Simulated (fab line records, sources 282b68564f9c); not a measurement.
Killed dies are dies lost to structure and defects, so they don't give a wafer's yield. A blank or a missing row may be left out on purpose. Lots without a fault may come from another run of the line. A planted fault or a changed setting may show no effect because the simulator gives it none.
fab line records | flow rit_cmos
record lots=5 wafers=15 last_day=7
route steps=202 shown ACTIVE@1 FOX1@20 FOX2@23 M1@202
lots that met no fault: from a run of the same line without faults
start_h: hours from the record's first day to the start of the lot's first wafer shown | wait_h: hours since the lot's step before | " the same as in the row above | L1.1+2: a row that stands for several wafers | - no value, or no start given | * or withheld: withheld | < > ~ a bound
route shown NAME@n: a module of which the file shows steps, and the number in the route of the first | usual: mean/standard deviation of fault-free wafers | same: alike in all rows | chamber/n: place in a boat | sites: the reading at each site | _std_site: their standard deviation | _edge_site: outer sites' mean less inner sites' | radius_mm: how far each site lies from the wafer's centre | mask NAME#n: copy n | behind: the tool/chamber that last shaped the wafer | hold: why the lot was held/for how many hours/how that ended | device: the transistor (n, p or np) that didn't switch | end of line: the same wafers' tests at the end of the route | a step without rows: its recipe alone | killed: dies lost to structure and defects at the first sort, not the wafer's yield | map: a wafer's dies, x killed, . not, _ none there
set.NAME: the setting as run; set.NAME@STEP: as run at that earlier step | model.NAME: the simulator's own value behind a step, which no gauge read
lots at some steps of the route; a table a step, a row a wafer
services: from which hour (start_h, from the record's first day; less than 0 if before it) a tool's chamber was out of use, for how many hours, and why
## steps
# step RIT_ACTIVE_BOW_MEAS_00
# recipe mode=bow
# usual INCOMING_BOW=0/7.2
# columns lot.wafer tool chamber start_h wait_h INCOMING_BOW[um]
L987.4 film_metro-02 - 10.06 - -1
L987.5 " - " " 3
L987.6 " - " " 0
L994.1 film_metro-01 - 45.00 - 1
L994.4 " - " " -5
L994.6 " - " " -2
L995.1 film_metro-01 - 50.00 - 9
L995.3 " - " " 5
L995.5 " - " " -2
L999.4 film_metro-02 - 70.06 - -6
L999.5 " - " " 11
L999.6 " - " " -6
L110.3 film_metro-02 - 125.04 - 0
L110.5 " - " " -8
L110.6 " - " " -6
# step RIT_ACTIVE_OXIDATION_01
# recipe temp_c=1000 ambient=O2 target_thk_a=468 ox_time_s=3360
# step RIT_ACTIVE_THK_MEAS_02
# recipe reads=SiO2_of_ACTIVE_OXIDATION_01
# usual ACTIVE_OXIDE_THK=46.5/0.72
# columns lot.wafer tool chamber start_h wait_h ACTIVE_OXIDE_THK[nm]
L987.4 film_metro-03 - 12.42 0.0 47.4
L987.5 " - " " 47.4
L987.6 " - " " 46.7
L994.1 film_metro-01 - 48.91 0.0 46.8
L994.4 " - " " 47.0
L994.6 " - " " 46.8
L995.1 film_metro-02 - 55.78 0.0 46.0
L995.3 " - " " 45.6
L995.5 " - " " 47.4
L999.4 film_metro-02 - 75.36 0.0 47.0
L999.5 " - " " 46.3
L999.6 " - " " 46.9
L110.3 film_metro-02 - 127.07 0.0 46.8
L110.5 " - " " 46.3
L110.6 " - " " 46.4
# step RIT_ACTIVE_CVD_03
# recipe material=Si3N4 target_thk_nm=150 temp_c=810 precursor=SiH2Cl2/NH3 time_s=1500 pressure_mtorr=300 sih2cl2_flow_sccm=60 nh3_flow_sccm=150
# usual nh3_flow_sccm=150.0/0.46 spike_tc_centre_C=811.7/1.3
# columns lot.wafer tool chamber start_h wait_h nh3_flow_sccm spike_tc_centre_C model.Si3N4_of_ACTIVE_CVD_03.thk_nm
L987.4 lpcvd-01 1 12.62 0.2 150.2 809.8 148.7
L987.5 " 1 " " 149.5 812.9 148.6
L987.6 " 1 " " 149.8 812.4 148.6
L994.1 lpcvd-01 1 48.97 0.1 149.2 811.2 147.8
L994.4 " 1 " " 149.8 809.3 149.5
L994.6 " 1 " " 150.0 811.5 148.2
L995.1 lpcvd-02 1 55.84 0.1 149.8 810.5 149.5
L995.3 " 1 " " 150.0 810.5 150.1
L995.5 " 1 " " 149.9 810.5 149.1
L999.4 lpcvd-01 1 75.39 0.0 149.5 811.0 148.3
L999.5 " 1 " " 149.7 812.9 148.1
L999.6 " 1 " " 149.9 811.3 148
L110.3 lpcvd-02 1 127.11 0.0 149.4 837.8 171.7
L110.5 " 1 " " 149.0 838.1 159.1
L110.6 " 1 " " 149.2 836.4 155.1
# step RIT_ACTIVE_THK_MEAS_04
# recipe reads=Si3N4_of_ACTIVE_CVD_03
# usual ACTIVE_NITRIDE_THK=150.1/1.5
# columns lot.wafer tool chamber start_h wait_h ACTIVE_NITRIDE_THK[nm]
L987.4 film_metro-02 - 14.07 0.0 148.6
L987.5 " - " " 148.5
L987.6 " - " " 148.6
L994.1 film_metro-03 - 50.39 0.0 147.8
L994.4 " - " " 149.4
L994.6 " - " " 148.1
L995.1 film_metro-02 - 57.97 0.0 149.6
L995.3 " - " " 150.1
L995.5 " - " " 149.1
L999.4 film_metro-02 - 76.84 0.0 148.4
L999.5 " - " " 148.1
L999.6 " - " " 147.9
L110.3 film_metro-02 - 128.55 0.0 171.7
L110.5 " - " " 159.0
L110.6 " - " " 155.1
# step RIT_ACTIVE_HMDS_05
# recipe prime_time_s=60 prime_temp_c=140
# step RIT_ACTIVE_COAT_06
# recipe resist=NOVOLAK spin_rpm=3250 resist_thk_nm=1000
# step RIT_ACTIVE_SOFTBAKE_07
# recipe resist=NOVOLAK temp_c=90 time_s=60
# step RIT_ACTIVE_EXPOSE_08
# recipe mask_id=M1 na=0.6 source_shape=conventional sigma_outer=0.6 target_cd_nm=1400 dose_mj=225
# step RIT_ACTIVE_PEB_09
# recipe resist=NOVOLAK temp_c=withheld time_s=withheld
# step RIT_ACTIVE_DEVELOP_10
# recipe resist=NOVOLAK develop_time_s=50 dev_temp_c=23
# step RIT_ACTIVE_CD_MEAS_11
# recipe target_cd_nm=1400
# usual cd_nm=1400.1/2.6
# columns lot.wafer tool chamber start_h wait_h cd_nm
L987.4 cd_sem-01 - 15.13 - 1400.5
L987.5 " - " " 1401.5
L987.6 " - " " 1401.4
L994.1 cd_sem-02 - 51.43 - 1400.9
L994.4 " - " " 1400.9
L994.6 " - " " 1400.7
L995.1 cd_sem-02 - 58.88 - 1403.9
L995.3 " - " " 1404.1
L995.5 " - " " 1404.0
L999.4 cd_sem-01 - 78.00 - 1400.4
L999.5 " - " " 1402.4
L999.6 " - " " 1400.4
L110.3 cd_sem-02 - 129.48 - 1402.7
L110.5 " - " " 1401.4
L110.6 " - " " 1402.0
# step RIT_ACTIVE_HARDBAKE_12
# recipe resist=NOVOLAK temp_c=140 time_s=60
# step RIT_ACTIVE_ETCH_13
# recipe stop_on=SiO2 chemistry=SF6 target=Si3N4 time_s=210 over_etch_frac=0.4 SF6_flow_sccm=200 pressure_mtorr=260 rf_w=125 target_depth_a=2100
# usual drypump_motor_current_A=5.9/0.41 oes_product_au=0.818/0.012 throttle_valve_pct=7.50/0.13
# columns lot.wafer tool chamber start_h wait_h drypump_motor_current_A oes_product_au rf_hours_counter_h throttle_valve_pct model.ACTIVE.feature_depth_nm model.etch.depth_nm
L987.4 rie_diel-04 3 15.35 0.1 6.5 0.838 132 7.52 149 148.7
L987.5 " 0 " " 5.5 0.822 - 7.61 149.3 148.6
L987.6 " 1 " " 5.9 0.815 - 7.44 148.6 148.6
L994.1 rie_diel-04 2 51.70 0.1 5.6 0.802 143 7.52 147.8 147.8
L994.4 " 0 " " 5.5 0.819 151 7.62 150.2 149.5
L994.6 " 1 " " 5.9 0.818 - 7.45 148.2 148.2
L995.1 rie_diel-01 3 59.15 0.1 6.0 0.822 143 7.56 149.6 149.5
L995.3 " 0 " " 6.4 0.823 91 7.25 150.1 150.1
L995.5 " 3 " " 6.0 0.820 - 7.57 149.1 149.1
L999.4 rie_diel-01 3 78.24 0.1 6.0 0.805 143 7.55 148.4 148.3
L999.5 " 1 " " 5.7 0.817 - 7.35 148.1 148.1
L999.6 " 2 " " 5.6 0.803 - 7.71 148 148
L110.3 rie_diel-01 0 129.71 0.1 6.3 0.887 93 7.25 171.7 171.7
L110.5 " 0 " " 6.3 0.852 - 7.27 159.1 159.1
L110.6 " 1 " " 5.7 0.837 - 7.37 155.1 155.1
# step RIT_ACTIVE_STRIP_14
# recipe chemistry=O2 time_s=180 resist=NOVOLAK platen_temp_c=withheld power_w=500 pressure_mtorr=4000 o2_flow_sccm=4000
# usual drypump_motor_current_A=5.9/0.31 o2_flow_sccm=4000/10 rf_refl_power_W=6.8/1
# columns lot.wafer tool chamber start_h wait_h drypump_motor_current_A o2_flow_sccm rf_hours_counter_h rf_refl_power_W
L987.4 plasma_asher-04 1 15.55 0.1 5.6 4011 - 6.8
L987.5 " 0 " " 6.3 4000 - 7.9
L987.6 " 1 " " 5.6 4004 - 6.8
L994.1 plasma_asher-03 0 51.83 0.1 5.9 3994 44 8.5
L994.4 " 1 " " 6.3 3996 - 6.2
L994.6 " 1 " " 6.3 4016 - 6.2
L995.1 plasma_asher-01 0 59.28 0.1 5.6 3992 37 5.6
L995.3 " 0 " " 5.6 4011 - 5.8
L995.5 " 1 " " 6.1 3999 - 6.1
L999.4 plasma_asher-04 1 78.43 0.1 5.6 4006 - 6.7
L999.5 " 1 " " 5.6 3992 - 6.5
L999.6 " 0 " " 6.3 3997 - 8.2
L110.3 plasma_asher-01 1 129.90 0.1 6.1 3997 - 6.1
L110.5 " 1 " " 6.1 3985 - 6.0
L110.6 " 0 " " 5.6 4010 - 5.4
# step RIT_ACTIVE_CD_MEAS_90
# recipe target_cd_nm=1400
# usual cd_nm=1400.2/2.6
# columns lot.wafer tool chamber start_h wait_h cd_nm
L987.4 cd_sem-01 - 15.72 0.1 1400.9
L987.5 " - " " 1401.2
L987.6 " - " " 1401.9
L994.1 cd_sem-02 - 52.00 0.1 1401.1
L994.4 " - " " 1401.1
L994.6 " - " " 1400.7
L995.1 cd_sem-01 - 59.45 0.1 1404.1
L995.3 " - " " 1404.2
L995.5 " - " " 1404.0
L999.4 cd_sem-02 - 78.61 0.1 1400.6
L999.5 " - " " 1402.1
L999.6 " - " " 1400.6
L110.3 cd_sem-01 - 130.06 0.1 1403.5
L110.5 " - " " 1401.4
L110.6 " - " " 1401.7
# step RIT_ACTIVE_CLEAN_15
# recipe chemistry=SC1 mix=3:3:50 time_s=600 temp_c=75
# step RIT_ACTIVE_CLEAN_16
# recipe chemistry=dHF dilution=50:1 time_s=30
# step RIT_ACTIVE_CLEAN_17
# recipe chemistry=SC2 mix=3:3:50 time_s=600 temp_c=75 dry=n2_spin
# step RIT_FOX1_OXIDATION_00
# recipe temp_c=1100 ambient=H2O target_thk_a=3507 p_h2o_torr=720 ox_time_s=1130
# step RIT_FOX1_THK_MEAS_01
# recipe reads=SiO2_of_FOX1_OXIDATION_00
# usual FOX1_OXIDE_THK=349/5.7
# columns lot.wafer tool chamber start_h wait_h FOX1_OXIDE_THK[nm]
L987.4 film_metro-02 - 18.72 0.0 334
L987.5 " - " " 337
L987.6 " - " " 342
L994.1 film_metro-03 - 56.83 0.0 354
L994.4 " - " " 351
L994.6 " - " " 350
L995.1 film_metro-04 - 61.67 0.0 341
L995.3 " - " " 346
L995.5 " - " " 343
L999.4 film_metro-03 - 80.38 0.0 351
L999.5 " - " " 349
L999.6 " - " " 341
L110.3 film_metro-03 - 132.47 0.0 349
L110.5 " - " " 358
L110.6 " - " " 353
# step RIT_FOX1_WET_ETCH_02
# recipe chemistry=BOE target_depth_nm=350 time_s=390 temp_c=21.5 dry=n2_spin dilution=10:1 target=SiO2
# step RIT_FOX2_OXIDATION_00
# recipe temp_c=1100 ambient=H2O target_thk_a=3507 p_h2o_torr=720 ox_time_s=1130
# step RIT_FOX2_THK_MEAS_01
# recipe reads=SiO2_of_FOX2_OXIDATION_00
# usual FOX2_OXIDE_THK=349/6.5
# columns lot.wafer tool chamber start_h wait_h FOX2_OXIDE_THK[nm]
L987.4 film_metro-04 - 20.70 0.0 351
L987.5 " - " " 354
L987.6 " - " " 353
L994.1 film_metro-04 - 59.28 0.0 347
L994.4 " - " " 354
L994.6 " - " " 350
L995.1 film_metro-04 - 64.69 0.0 341
L995.3 " - " " 345
L995.5 " - " " 344
L999.4 film_metro-02 - 83.63 0.0 354
L999.5 " - " " 355
L999.6 " - " " 354
L110.3 film_metro-02 - 134.20 0.0 336
L110.5 " - " " 340
L110.6 " - " " 333
# step RIT_FOX2_CLEAN_02
# recipe chemistry=dHF dilution=50:1 time_s=180
# columns lot.wafer tool chamber start_h wait_h model.Si3N4_of_ACTIVE_CVD_03.thk_nm
L987.4 wet_bench-01 1 20.73 0.0 129.4
L987.5+6 " 1 " " 129.3
L994.1 wet_bench-02 1 59.34 0.1 128.6
L994.4 " 1 " " 130.2
L994.6 " 1 " " 129
L995.1 wet_bench-01 1 64.75 0.1 130.3
L995.3 " 1 " " 130.8
L995.5 " 1 " " 129.8
L999.4 wet_bench-02 1 83.66 0.0 129.2
L999.5 " 1 " " 129
L999.6 " 1 " " 128.9
L110.3 wet_bench-02 2 134.24 0.0 152.4
L110.5 " 2 " " 139.8
L110.6 " 2 " " 135.8
# step RIT_FOX2_WET_ETCH_03
# recipe chemistry=H3PO4 target=Si3N4 target_depth_nm=195 temp_c=165 time_s=2700
# step RIT_M1_PROBE_99
# usual killed_at_contacts=0.1/0.31 killed_at_front_end=7/3 killed_dies=7/3 killed_open=3.2/1.9 killed_short=3.6/2.2
# same gross_dies=264 killed_at_M0_to_M3=0 killed_at_M4_up=0 killed_at_back_side=0 killed_at_other=0
# columns lot.wafer tool chamber start_h wait_h killed_at_contacts killed_at_front_end killed_dies killed_open killed_short
L994.1 prober-01 - 100.94 0.1 0 5 5 2 3
L994.4 prober-01 - 101.09 0.2 2 4 6 4 2
L994.6 prober-01 - 101.19 0.2 0 9 9 3 6
L995.1 prober-01 - 107.98 0.1 0 6 6 0 6
L999.4 prober-02 - 124.14 0.2 1 13 14 5 9
L999.6 prober-02 - 124.24 0.2 0 5 5 3 2
L110.3 prober-01 - 174.32 0.2 0 8 8 3 5
L110.5 prober-01 - 174.42 0.2 0 11 11 6 5
L110.6 prober-01 - 174.47 0.2 0 7 7 2 5
# killed by level:class
L994.1 FOX1:geometric_particle:short=1 GATE:geometric_particle:open=1 REOX:geometric_particle:short=1 REOX:geometric_particle:open=1 SPACER:geometric_particle:short=1
L994.4 FOX1:geometric_particle:open=2 CONTACT:geometric_particle:open=2 GATE:geometric_particle:short=1 REOX:geometric_particle:short=1
L994.6 GATE:geometric_particle:short=2 REOX:geometric_particle:short=2 ACTIVE:geometric_particle:short=1 FOX1:geometric_particle:short=1 FOX2:geometric_particle:open=1 REOX:geometric_particle:open=1 SILICIDE:geometric_particle:open=1
L995.1 GATE:geometric_particle:short=4 FOX1:geometric_particle:short=2
L999.4 FOX2:geometric_particle:short=4 FOX1:geometric_particle:short=3 GATE:geometric_particle:short=2 FOX1:geometric_particle:open=1 FOX2:geometric_particle:open=1 GATE:geometric_particle:open=1 SILICIDE:geometric_particle:open=1 CONTACT:geometric_particle:open=1
L999.6 GATE:geometric_particle:short=2 FOX2:geometric_particle:open=1 GATE:geometric_particle:open=1 REOX:geometric_particle:open=1
L110.3 GATE:geometric_particle:short=2 FOX1:geometric_particle:open=1 FOX2:geometric_particle:open=1 FOX2:geometric_particle:short=1 GATE:geometric_particle:open=1 REOX:geometric_particle:short=1 SPACER:geometric_particle:short=1
L110.5 FOX1:geometric_particle:open=4 FOX1:geometric_particle:short=2 GATE:geometric_particle:short=1 GATE:geometric_particle:open=1 REOX:geometric_particle:short=1 SPACER:geometric_particle:short=1 SILICIDE:geometric_particle:open=1
L110.6 REOX:geometric_particle:short=2 ACTIVE:geometric_particle:open=1 FOX1:geometric_particle:short=1 GATE:geometric_particle:short=1 REOX:geometric_particle:open=1 SPACER:geometric_particle:short=1
## services
# columns tool chamber start_h hours kind
rie_diel-04 2 -10.07 2.4 repair
plasma_asher-01 - -7.73 12.9 repair
rie_diel-04 3 -1.96 2.0 repair
rie_diel-01 - 0.02 2.8 pm
wet_bench-02 - 9.06 4.2 repair
rie_diel-01 - 24.03 0.5 repair
rie_diel-01 3 24.16 2.7 repair
rie_diel-04 3 43.88 1.8 repair
rie_diel-01 2 54.92 3.1 repair
plasma_asher-04 - 84.26 1.3 repair
plasma_asher-04 - 103.48 2.8 pm
plasma_asher-01 - 108.75 9.0 pm
plasma_asher-01 0 108.75 9.0 vent_cycle
plasma_asher-01 1 108.75 9.0 vent_cycle
plasma_asher-01 0 117.75 - clean
plasma_asher-01 1 117.75 - clean
lpcvd-02 - 118.38 2.8 pm
rie_diel-04 0 133.36 - clean
rie_diel-04 0 133.36 24.2 scheduled_down
rie_diel-04 0 133.36 24.2 vent_cycle
## key
first_sign step=RIT_ACTIVE_CVD_03 reading=spike_tc_centre_C direction=up sigmas=20 usual=811.7 struck=837.4
effect step=RIT_ACTIVE_THK_MEAS_04 reading=ACTIVE_NITRIDE_THK direction=up sigmas=8.1 usual=150.1 struck=161.9
effect step=RIT_ACTIVE_ETCH_13 reading=oes_product_au direction=up sigmas=3.4 usual=0.818 struck=0.859 wafers_moved=2
model_effect step=RIT_ACTIVE_CVD_03 value=Si3N4_of_ACTIVE_CVD_03.thk_nm without=148.8 struck=162
model_effect step=RIT_ACTIVE_ETCH_13 value=ACTIVE.feature_depth_nm without=148.8 struck=162
model_effect step=RIT_FOX2_CLEAN_02 value=Si3N4_of_ACTIVE_CVD_03.thk_nm without=129.6 struck=142.7
met_at RIT_ACTIVE_CVD_03
struck_wafers L110.3,L110.5,L110.6
tester_left_out L110
onset_between 55.84 127.11
fault kind=process_parameter_drift tool=lpcvd-02 chamber=1 onset_h=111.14 steps=RIT_ACTIVE_CVD_03 channel=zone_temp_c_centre offset=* shape=step end_h=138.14
# tester_left_out: of these lots the tester's yield and bins aren't shown, on N5 and GAA mostly nor the transistor test; their killed dies are dies lost to structure and defects alone, not to doping, threshold or leakage, so they don't give the yield
